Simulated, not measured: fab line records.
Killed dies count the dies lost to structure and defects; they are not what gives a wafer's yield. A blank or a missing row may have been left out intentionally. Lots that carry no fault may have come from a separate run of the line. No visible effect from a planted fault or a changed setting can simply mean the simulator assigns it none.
Comparing a struck lot with a sound one || flow rit-cmos || 30 steps out of a route of 202
Sound: these wafers, L889.2, L889.3, L889.5. Wafers L896.1, L896.5, L896.6 were the ones struck. The cause is named last.
Each step with rows lists, per side, the tool, then ch with its chambers, then its first start. Under that, the readings that differ: sound wafers || struck wafers || difference of the means || sigmas: that difference in standard deviations of wafers without a fault.
alike: readings with means less than 2 such deviations apart, plus words and numbers identical on both sides. not compared: withheld readings, readings lacking a value on some wafer, bounds such as >300 that could conceal the same value, and numbers that have no deviation in the record and whose values overlap.
The two part at a step that has a row with sigmas, a row that says differs or no value, or rows on one side only. When numbers do not overlap yet have no deviation, they are printed without sigmas and do not part them. A reading missing from all wafers of one side parts the sides only when that side holds two or more wafers.

RIT_FOX2_THK_MEAS_01:
  sound on film-metro-01 at day 2 11:54; struck on film-metro-03 at day 3 20:28
  alike: FOX2_OXIDE_THK
then, 2 steps without rows for these wafers: RIT_FOX2_CLEAN_02 (cleans in dHF, time 180 s); RIT_FOX2_WET_ETCH_03 (etches Si3N4 in H3PO4, target depth 195 nm, time 2700 s).
RIT_FOX2_THK_MEAS_90:
  sound on film-metro-03 at day 2 12:47; struck on film-metro-03 at day 3 21:25
  alike: FIELD_OXIDE_LEFT_1_THK
then, 6 steps without rows for these wafers: RIT_NWELL_HMDS_00 (prime time 60 s); RIT_NWELL_COAT_01 (resist thk 1300 nm); RIT_NWELL_SOFTBAKE_02 (time 60 s); RIT_NWELL_EXPOSE_03 (exposes mask M2, target cd 43900 nm); RIT_NWELL_PEB_04; RIT_NWELL_DEVELOP_05 (develop time 68 s).
RIT_NWELL_OVL_MEAS_06:
  sound on overlay-01 at day 2 13:51; struck on overlay-02 at day 3 22:21
  alike: NWELL_OVL
then, 1 step without rows for these wafers: RIT_NWELL_HARDBAKE_07 (time 120 s).
RIT_NWELL_IMPLANT_08:
  sound on implanter-01 ch 0, day 2 14:10; struck on implanter-01 ch 0, day 3 22:38
{"reading": "beam-on-s (s)", "sound": "9.83 9.90 9.68", "struck": "7.75 7.74 7.99", "difference": -1.98, "sigmas": -9}
{"reading": "faraday-current-uA", "sound": "161 160 164", "struck": "205 205 198", "difference": "+41", "sigmas": "+12"}
RIT_NWELL_STRIP_09: strips in O2, time 180 s.
  sound on plasma-asher-03 ch 0,1, day 2 14:17; struck on plasma-asher-02 ch 0,1, day 3 22:47
  alike: chamber-pressure-mTorr, drypump-motor-current-A, rf-refl-power-W
  not compared: rf-hours-counter-h
RIT_NWELL_TW_MEAS_10:
  sound on film-metro-02 at day 2 14:28; struck on film-metro-03 at day 3 22:58
{"reading": "NWELL_TW", "sound": "2168 2165 2154", "struck": "2011 2016 2021", "difference": -146, "sigmas": -15}
then, 6 steps without rows for these wafers: RIT_PWELL_HMDS_00 (prime time 60 s); RIT_PWELL_COAT_01 (resist thk 1300 nm); RIT_PWELL_SOFTBAKE_02 (time 60 s); RIT_PWELL_EXPOSE_03 (exposes mask M3, target cd 43700 nm); RIT_PWELL_PEB_04; RIT_PWELL_DEVELOP_05 (develop time 68 s).
RIT_PWELL_OVL_MEAS_06:
  sound on overlay-01 at day 2 15:32; struck on overlay-02 at day 3 23:54
  alike: PWELL_OVL
then, 2 steps without rows for these wafers: RIT_PWELL_HARDBAKE_07 (time 120 s); RIT_PWELL_IMPLANT_08.
RIT_PWELL_STRIP_09: strips in O2, time 180 s.
  sound on plasma-asher-03 ch 0,1, day 2 16:08; struck on plasma-asher-02 ch 0,1, day 4 00:20
  alike: chamber-pressure-mTorr, drypump-motor-current-A, rf-refl-power-W
  not compared: rf-hours-counter-h
RIT_PWELL_TW_MEAS_10:
  sound on film-metro-02 at day 2 16:19; struck on film-metro-03 at day 4 00:31
  alike: PWELL_TW
then, 1 step without rows for these wafers: RIT_WELLDRIVE_ANNEAL_00 (time 14700 s).
RIT_WELLDRIVE_RS_MEAS_01: a four-point-probe measurement.
  sound on film-metro-03 at day 2 22:53; struck on film-metro-02 at day 4 05:40
{"reading": "NWELL_RS (ohm/sq)", "sound": "274.9 275.0 275.1", "struck": "316.9 317.4 318.3", "difference": "+42.5", "sigmas": "+50"}
RIT_WELLDRIVE_RS_MEAS_02: a four-point-probe measurement.
  sound on film-metro-03 at day 2 23:01; struck on film-metro-02 at day 4 05:47
  alike: PWELL_RS
RIT_M1_PROBE_99:
  sound on prober-02 at day 4 04:20; struck on prober-01 at day 5 10:42
{"reading": "model.etest.nwell-pinched.rs-ohm-sq", "sound": "335.4 333.3 337.3", "struck": "397.7 395.7 396.4", "difference": "+61.3", "sigmas": ""}
{"reading": "model.etest.well-edge-right.line-ohm-um", "sound": "185.3 183 183.8", "struck": "216.8 216.2 218.7", "difference": "+33.2", "sigmas": ""}
{"reading": "model.etest.well-edge-left.line-ohm-um", "sound": "179 180.1 181.2", "struck": "214.6 212.9 215.8", "difference": "+34.3", "sigmas": ""}
{"reading": "model.etest.pmos_0p3.drive-ua-um", "sound": "98.58 100.8 97.33", "struck": "108.6 105.8 108.5", "difference": "+8.7", "sigmas": ""}
{"reading": "model.etest.pmos-narrow.drive-ua-um", "sound": "98.88 99.22 97.97", "struck": "104.5 103.3 108.4", "difference": "+6.7", "sigmas": ""}
{"reading": "model.etest.field-p-metal.vt-v (V)", "sound": "-28.55 -28.99 -29.07", "struck": "-26.48 -27.04 -27.13", "difference": "+1.99", "sigmas": ""}
{"reading": "model.etest.field-p.vt-v (V)", "sound": "-12.55 -12.55 -12.56", "struck": "-11.76 -11.78 -11.89", "difference": "+0.74", "sigmas": ""}
{"reading": "model.etest.iso-nwell-nwell.bv-v (V)", "sound": "22.53 21.98 22.38", "struck": "23.45 23.36 23.13", "difference": "+1.02", "sigmas": ""}
  alike: killed-at-contacts, killed-at-front-end, killed-dies, killed-open, killed-short

WHERE THEY PART
At RIT_NWELL_IMPLANT_08 first; at RIT_WELLDRIVE_RS_MEAS_01 last (within this record only). Later steps at which nothing parts them and some readings are alike: RIT_WELLDRIVE_RS_MEAS_02, RIT_M1_PROBE_99.

WHY: whatever the simulator had introduced
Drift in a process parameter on implanter-01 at RIT_NWELL_IMPLANT_08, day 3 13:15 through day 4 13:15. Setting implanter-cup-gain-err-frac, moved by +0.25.
